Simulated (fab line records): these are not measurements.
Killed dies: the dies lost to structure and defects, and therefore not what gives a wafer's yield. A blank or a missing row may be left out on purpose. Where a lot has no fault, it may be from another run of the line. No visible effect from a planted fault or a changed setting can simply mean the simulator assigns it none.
Lot-split experiment | flow berkeleyCmos170 | 23 wafers read from 5 lots, route of 331 steps

## THE SPLIT ITSELF
At UCB170_V2_ETCH_14 (etches SiO2 in CHF3/CF4/Ar, stops on Al, target depth 1250 nm, time 291 s), the setting rfW was moved away from the recipe's 700 W on 5 of the 23 wafers read, by +9.1% to +10.5%. For the rest of the wafers, this setting stayed at what the recipe calls for.

The reading is taken at the split's own step.

## THE READING
KrF_of_V2_COAT_07.thkNm (the simulator's own value, which no gauge read), in nm, at UCB170_V2_ETCH_14 (etches SiO2 in CHF3/CF4/Ar, stops on Al, target depth 1250 nm, time 291 s). The file gives no usual value for it. Here, 18 wafers ran the recipe; their average is 610.9 nm with a standard deviation of 4 nm.

wafer  | tool, chamber at the split | rfW as run, W | against the recipe | KrF_of_V2_COAT_07.thkNm, nm | against lot-mates on the recipe
L077.2 | rieDiel-04, 0              | 700           | recipe             | 607.1                       | -
L077.3 | rieDiel-04, 3              | 700           | recipe             | 604.5                       | -
L077.4 | rieDiel-04, 2              | 700           | recipe             | 607.2                       | -
L077.5 | rieDiel-04, 0              | 700           | recipe             | 610.8                       | -
L077.6 | rieDiel-04, 1              | 700           | recipe             | 612.2                       | -
L078.1 | rieDiel-03, 2              | 700           | recipe             | 612.1                       | -
L078.2 | rieDiel-03, 1              | 700           | recipe             | 614.1                       | -
L078.3 | rieDiel-03, 3              | 700           | recipe             | 610                         | -
L078.4 | rieDiel-03, 0              | 763.4         | +9.1%              | 603.8                       | -8.3
L078.5 | rieDiel-03, 0              | 763.4         | +9.1%              | 601.2                       | -10.9
L084.1 | rieDiel-02, 0              | 773.6         | +10.5%             | 590.3                       | -21.2
L084.2 | rieDiel-02, 2              | 700           | recipe             | 609.5                       | -
L084.4 | rieDiel-02, 3              | 700           | recipe             | 613.5                       | -
L084.5 | rieDiel-02, 0              | 773.6         | +10.5%             | 588.1                       | -23.4
L084.6 | rieDiel-02, 1              | 773.6         | +10.5%             | 596.2                       | -15.3
L082.2 | rieDiel-02, 2              | 700           | recipe             | 607.8                       | -
L082.4 | rieDiel-02, 0              | 700           | recipe             | 600.9                       | -
L082.5 | rieDiel-02, 2              | 700           | recipe             | 610.5                       | -
L083.1 | rieDiel-04, 3              | 700           | recipe             | 613.3                       | -
L083.2 | rieDiel-04, 0              | 700           | recipe             | 615.8                       | -
L083.3 | rieDiel-04, 1              | 700           | recipe             | 616.1                       | -
L083.5 | rieDiel-04, 3              | 700           | recipe             | 616                         | -
L083.6 | rieDiel-04, 2              | 700           | recipe             | 614                         | -

THE FIT
A straight line over all 23 wafers: KrF_of_V2_COAT_07.thkNm changes by -1.54 nm for each +1% of rfW; r = -0.83; the points scatter about the line by 4.5 nm.
The same after taking each lot's own level away (the mean of its wafers on the recipe; 23 wafers): -1.63 nm for each +1%; r = -0.91; scatter 3.3 nm.
According to that fit, moving rfW by its largest amount changes the reading by 17 nm.
The lots' own levels span 606.40 to 615.04 nm, that is 2.1 times the standard deviation above.
The two slopes agree, so the slope changes little with the lot-to-lot level.
Check: with one of the wafers moved furthest among these (+10.5%) left out of the fit, the line predicts -15.8 nm for it against its lot-mates. Against them it came out at -21.2 nm.

## FURTHER SPLITS ON THESE WAFERS
These wafers also went through other splits before the reading. Each is held against what the fit with the lots' levels taken away leaves over:
other split on the same wafers | wafers away from the commonest value | r with KrF_of_V2_COAT_07.thkNm (lot level and that fit taken away)
UCB170_M2_SPUTTER_01 powerW    | 9                                    | -0.45
UCB170_M2_METAL_ETCH_18 timeS  | 6                                    | -0.05

## THE WHOLE CHAIN: every reading that the file lists as answering this split, in the file's order
step               | what it does                                                              | reading                                                                  | change (the file's fit)              | r (the file's)
UCB170_V2_ETCH_14  | etches SiO2 in CHF3/CF4/Ar, stops on Al, target depth 1250 nm, time 291 s | KrF_of_V2_COAT_07.thkNm (the simulator's own value, which no gauge read) | -1.54 nm for each +1% of the setting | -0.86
UCB170_V2_STRIP_15 | strips in O2                                                              | stripTimeToEndpointS                                                     | withheld for each +1% of the setting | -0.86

## THE FILE'S OWN FIT
KrF_of_V2_COAT_07.thkNm changes by -1.54 nm for each +1% of rfW, r = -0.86.
